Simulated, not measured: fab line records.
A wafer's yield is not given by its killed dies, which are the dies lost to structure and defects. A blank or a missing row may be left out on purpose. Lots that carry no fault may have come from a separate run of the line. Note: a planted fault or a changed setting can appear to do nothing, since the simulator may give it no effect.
One fault seen from 2 desks    flow berkeley-cmos170    only its own numbers are on each desk; what lay behind them is given at the end

THE METROLOGY DESK
What the gauges read, lot by lot, whatever tool the lot ran on: means of the sampled wafers that have a number. Any lot whose mean is over 4 standard deviations away from the usual mean is out of limits and marked OUT; that distance is given in the brackets.
Columns: A = ACTIVE_OVL at UCB170_ACTIVE_OVL_MEAS_14, usual 1 nm; B = cd-nm at UCB170_ACTIVE_CD_MEAS_90, usual 1200.3 nm; C = PFIELD_OVL at UCB170_PFIELD_OVL_MEAS_06, usual 5 nm
lot   first seen here  A   B       C
L153  day 5 23:45      -3  1202.6  14
L152  day 5 23:49      2   1198.0  -3
L156  day 6 08:25      5   1201.1  10
L158  day 7 03:13      0   1200.6  9
L161  day 7 10:10      2   1200.3  11
L159  day 7 10:30      2   1198.4  -2
L160  day 7 14:39      -3  1200.9  6
This desk's finding: nothing out of limits on any of the 7 lots.

TOOL OWNER'S DESK, implanter-01
The tool's own readings at UCB170_PFIELD_IMPLANT_07, given as means over the sampled wafers that have a number, one for each lot that went through this tool. Any lot whose mean is over 4 standard deviations away from the usual mean is out of limits and marked OUT; that distance is given in the brackets.
Columns: A = beam-energy-keV at UCB170_PFIELD_IMPLANT_07, usual 79.998; B = faraday-current-uA at UCB170_PFIELD_IMPLANT_07, usual 63.4
lot   first seen here  A                         B
L153  day 6 03:22      80.005                    63.4
L158  day 7 06:06      85.539 (+99 or more) OUT  62.9
L161  day 7 12:40      85.580 (+99 or more) OUT  61.5
L160  day 7 16:05      85.561 (+99 or more) OUT  62.3
This desk finds L158, L160, L161 out of limits, L158 being first, at day 7 06:06 (beam-energy-keV at UCB170_PFIELD_IMPLANT_07). L153: within limits.

PUT TOGETHER
At day 7 06:06, on L158, L160, L161, the tool owner's desk was in a position to raise an alarm.
The metrology desk saw nothing out of limits.
The metrology desk has L158, L160, L161 on record, within its limits.
All the named lots went through UCB170_PFIELD_IMPLANT_07 on implanter-01.

WHAT THE SIMULATOR PUT IN
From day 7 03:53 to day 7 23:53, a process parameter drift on implanter-01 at UCB170_PFIELD_IMPLANT_07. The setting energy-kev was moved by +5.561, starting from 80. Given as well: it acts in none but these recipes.
Struck lots among those shown: L158, L160, L161.
How many hours passed from the start of the fault until each desk's first out-of-limits reading: the tool owner's desk, 2.
